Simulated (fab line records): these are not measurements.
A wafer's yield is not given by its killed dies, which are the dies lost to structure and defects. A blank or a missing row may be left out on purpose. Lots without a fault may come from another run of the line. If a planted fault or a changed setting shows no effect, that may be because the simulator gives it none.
Lot-split experiment	flow berkeley cmos170	23 wafers read across 5 lots, on a route 331 steps long

== ABOUT THE SPLIT ==
At UCB170_NSD_IMPLANT_08, the setting energy kev was moved away from the recipe's 40 on 7 of the 23 wafers read, by -5.7% to +5.3%. This setting was run at the recipe's value on the other wafers.

== FROM THE SPLIT TO THE READING: what the file shows between them, 3 steps ==
- UCB170_NSD_STRIP_09: strips in O2
- UCB170_NSD_CLEAN_11: cleans in SPM, time 600 s
- UCB170_SDANNEAL_RTA_01: time 5 s

== THE READING ==
NSD_RS (ohm/sq), read at UCB170_SDANNEAL_RS_MEAS_03 with a four-point probe. Fault-free wafers of this fab line usually give 37.27 ohm/sq, standard deviation 0.091 ohm/sq.

wafer	tool, chamber at the split	energy kev as run	against the recipe	NSD_RS, ohm/sq	against lot-mates on the recipe
L075.1	implanter-03, 0	40	recipe	37.27	-
L075.2	implanter-03, 0	40	recipe	37.36	-
L075.4	implanter-03, 0	40	recipe	37.33	-
L075.5	implanter-03, 0	38.2	-4.5%	37.95	+0.63
L075.6	implanter-03, 0	38.2	-4.5%	37.92	+0.60
L074.2	implanter-02, 0	40	recipe	37.21	-
L074.3	implanter-02, 0	40	recipe	37.33	-
L074.4	implanter-02, 0	40	recipe	37.12	-
L074.5	implanter-02, 0	37.73	-5.7%	37.94	+0.72
L074.6	implanter-02, 0	37.73	-5.7%	37.85	+0.63
L076.1	implanter-04, 0	42.13	+5.3%	36.87	-0.52
L076.2	implanter-04, 0	40	recipe	37.28	-
L076.3	implanter-04, 0	40	recipe	37.51	-
L076.4	implanter-04, 0	42.13	+5.3%	36.77	-0.62
L076.5	implanter-04, 0	42.13	+5.3%	36.80	-0.59
L077.1	implanter-03, 0	40	recipe	37.24	-
L077.3	implanter-03, 0	40	recipe	37.13	-
L077.4	implanter-03, 0	40	recipe	37.21	-
L077.5	implanter-03, 0	40	recipe	37.19	-
L077.6	implanter-03, 0	40	recipe	37.22	-
L080.1	implanter-03, 0	40	recipe	37.22	-
L080.2	implanter-03, 0	40	recipe	37.23	-
L080.6	implanter-03, 0	40	recipe	37.16	-

THE FIT
A straight line over all 23 wafers: NSD_RS changes by -0.107 ohm/sq for each +1% of energy kev; r = -0.95; the points scatter about the line by 0.11 ohm/sq.
The same after taking each lot's own level away (the mean of its wafers on the recipe; 23 wafers): -0.118 ohm/sq for each +1%; r = -0.98; scatter 0.065 ohm/sq.
According to that fit, moving energy kev by its largest amount changes the reading by 0.67 ohm/sq.
The lots' own levels span 37.198 to 37.395 ohm/sq, that is 2.2 times the standard deviation above.
The two slopes are in agreement: the lot-to-lot level therefore moves the slope only a little.
Check: for one of the wafers moved furthest among these (-5.7%), held out of the fit, the line's prediction against its lot-mates is +0.675 ohm/sq. It came out at +0.72 ohm/sq against them.

== ADDITIONAL SPLITS CARRIED BY THESE WAFERS ==
Other splits were also applied to these wafers ahead of the reading. Each is held against what the fit with the lots' levels taken away leaves over:
other split on the same wafers	wafers away from the commonest value	r with NSD_RS (lot level and that fit taken away)
UCB170_PLDD_EXPOSE_03 dose mj	11	+0.13
UCB170_NLDD_PEB_04 peb temp c	8	-0.03
UCB170_NLDD_IMPLANT_09 energy kev	9	-0.26

== THE WHOLE CHAIN: every reading that the file lists as answering this split, in the file's order ==
step	what it does	reading	change (the file's fit)	r (the file's)
UCB170_NSD_IMPLANT_08		implant.rp nm (the simulator's own value, which no gauge read)	+0.476 nm for each +1% of the setting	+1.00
UCB170_NSD_IMPLANT_08		implant.drp nm (the simulator's own value, which no gauge read)	+0.18 nm for each +1% of the setting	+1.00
UCB170_NSD_STRIP_09	strips in O2	strip time to endpoint s	withheld for each +1% of the setting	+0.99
UCB170_SDANNEAL_RS_MEAS_03	measures by four-point-probe	NSD_RS	-0.12 for each +1% of the setting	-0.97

== FILE'S OWN FIT ==
NSD_RS changes by -0.12 ohm/sq for each +1% of energy kev, r = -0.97.
